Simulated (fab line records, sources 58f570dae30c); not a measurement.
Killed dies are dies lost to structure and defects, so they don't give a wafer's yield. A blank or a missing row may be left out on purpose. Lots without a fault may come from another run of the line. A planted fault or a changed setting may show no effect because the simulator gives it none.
Split-lot experiment | flow berkeley_cmos170 | 5 lots, 23 wafers read, on a route of 331 steps

THE SPLIT
At UCB170_PSD_IMPLANT_08, the setting energy_kev was moved away from the recipe's 20 on 10 of the 23 wafers read, by -4.6% to +4.4%. The other wafers ran this setting at the recipe's value.

The reading is taken at the split's own step.

THE READING
implant.drp_nm (the simulator's own value, which no gauge read), in nm, at UCB170_PSD_IMPLANT_08. The file gives no usual value for it.

wafer  | tool, chamber at the split | energy_kev as run | against the recipe | implant.drp_nm, nm | against lot-mates on the recipe
L075.1 | implanter-04, 0            | 20.87             | +4.4%              | 29.3               | +0.96
L075.5 | implanter-04, 0            | 20.87             | +4.4%              | 29.3               | +0.96
L075.2 | implanter-04, 0            | 20                | recipe             | 28.34              | -
L075.3 | implanter-04, 0            | 20                | recipe             | 28.34              | -
L075.6 | implanter-04, 0            | 20                | recipe             | 28.34              | -
L076.1 | implanter-01, 0            | 20                | recipe             | 28.34              | -
L076.3 | implanter-01, 0            | 20                | recipe             | 28.34              | -
L076.2 | implanter-01, 0            | 19.08             | -4.6%              | 27.42              | -0.92
L076.4 | implanter-01, 0            | 19.08             | -4.6%              | 27.42              | -0.92
L076.5 | implanter-01, 0            | 19.08             | -4.6%              | 27.42              | -0.92
L081.2 | implanter-02, 0            | 20                | recipe             | 28.34              | -
L081.4 | implanter-02, 0            | 20                | recipe             | 28.34              | -
L081.5 | implanter-02, 0            | 20                | recipe             | 28.34              | -
L081.3 | implanter-02, 0            | 20.81             | +4.0%              | 29.23              | +0.89
L081.6 | implanter-02, 0            | 20.81             | +4.0%              | 29.23              | +0.89
L082.1 | implanter-04, 0            | 19.44             | -2.8%              | 27.78              | -0.56
L082.2 | implanter-04, 0            | 19.44             | -2.8%              | 27.78              | -0.56
L082.3 | implanter-04, 0            | 19.44             | -2.8%              | 27.78              | -0.56
L082.4 | implanter-04, 0            | 20                | recipe             | 28.34              | -
L082.5 | implanter-04, 0            | 20                | recipe             | 28.34              | -
L080.1 | implanter-01, 0            | 20                | recipe             | 28.34              | -
L080.3 | implanter-01, 0            | 20                | recipe             | 28.34              | -
L080.5 | implanter-01, 0            | 20                | recipe             | 28.34              | -

THE FIT
A straight line over all 23 wafers: implant.drp_nm changes by +0.21 nm for each +1% of energy_kev; r = +1.00; the points scatter about the line by 0.021 nm.
The same after taking each lot's own level away (the mean of its wafers on the recipe; 23 wafers): +0.21 nm for each +1%; r = +1.00; scatter 0.021 nm.
On that fit, the largest move of energy_kev shifts the reading by 0.96 nm.
The lots' own levels span 28.340 to 28.340 nm.
So the lot-to-lot level changes the slope little: the two slopes agree.
Check: with one of the wafers moved furthest among these (-4.6%) left out of the fit, the line predicts -0.953 nm for it against its lot-mates. It came out at -0.92 nm against them.

OTHER SPLITS ON THESE WAFERS
These wafers also went through other splits before the reading. Each is held against what the fit with the lots' levels taken away leaves over:
other split on the same wafers       | wafers away from the commonest value | r with implant.drp_nm (lot level and that fit taken away)
UCB170_PVT_IMPLANT_07 energy_kev     | 9                                    | +0.12
UCB170_PVT_STRIP_08 overash_fraction | 6                                    | +0.17
UCB170_PLDD_EXPOSE_03 dose_mj        | 6                                    | +0.00
UCB170_NLDD_PEB_04 peb_temp_c        | 7                                    | -0.22
UCB170_SPACER_CVD_00 time_s          | 10                                   | -0.07

THE WHOLE CHAIN: every reading that the file lists as answering this split, in the file's order
step                  | what it does | reading                                                         | change (the file's fit)               | r (the file's)
UCB170_PSD_IMPLANT_08 |              | implant.rp_nm (the simulator's own value, which no gauge read)  | +0.663 nm for each +1% of the setting | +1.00
UCB170_PSD_IMPLANT_08 |              | implant.drp_nm (the simulator's own value, which no gauge read) | +0.211 nm for each +1% of the setting | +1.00
UCB170_PSD_STRIP_09   | strips in O2 | strip_time_to_endpoint_s                                        | withheld for each +1% of the setting  | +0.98

THE FILE'S OWN FIT
implant.drp_nm changes by +0.211 nm for each +1% of energy_kev, r = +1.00.
